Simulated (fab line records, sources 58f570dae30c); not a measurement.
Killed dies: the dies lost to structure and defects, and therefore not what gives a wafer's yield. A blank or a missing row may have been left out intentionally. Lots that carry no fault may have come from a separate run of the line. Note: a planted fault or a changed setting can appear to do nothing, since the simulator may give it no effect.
What tool caused it? ; flow berkeleyCmos170 ; 21 wafers sampled from 7 lots at 1 step of a route of 331

WHAT THE GAUGES READ, wafer by wafer
UCB170_ACTIVE_THK_MEAS_03.
lot;measured;on;ACTIVE_OXIDE_THK (nm)
L333;day 4 15:10;filmMetro-02;26.6 26.8 26.3
L334;day 4 22:15;filmMetro-04;26.5 26.4 26.2
L337;day 5 07:01;filmMetro-01;27.0 26.5 26.6
L339;day 5 19:41;filmMetro-01;26.7 26.8 26.5
L347;day 7 10:20;filmMetro-04;26.1 26.2 25.8
L350;day 8 16:00;filmMetro-02;26.8 27.0 26.7
L355;day 9 10:16;filmMetro-02;26.7 27.1 27.1

WHICH TOOL RAN EACH LOT (tool, then ch and the chambers of the sampled wafers, then the start)
There is no process step in the record ahead of these readings.

THE ANSWER, worked out from the rows above alone
Rule: what is usual is taken from the lots themselves. The widest of any qualifying gaps counts: lots, ordered by their means at a reading, are off when they make up no more than a third of the lots, leave a main group of 4 or more, and stand apart from it by 3 or more times the standard deviation of that group's means. A main group is skipped when, at the precision printed for the reading in the tables above, its means are all equal. A lot without any number at a reading at which 4 lots or more have one is off too. Where the step has rows for the other lots, those lots are counted as sound.
Across all readings shown, no lot is off: no conclusion can be drawn from this.

WHAT THE SIMULATOR HAD PUT IN
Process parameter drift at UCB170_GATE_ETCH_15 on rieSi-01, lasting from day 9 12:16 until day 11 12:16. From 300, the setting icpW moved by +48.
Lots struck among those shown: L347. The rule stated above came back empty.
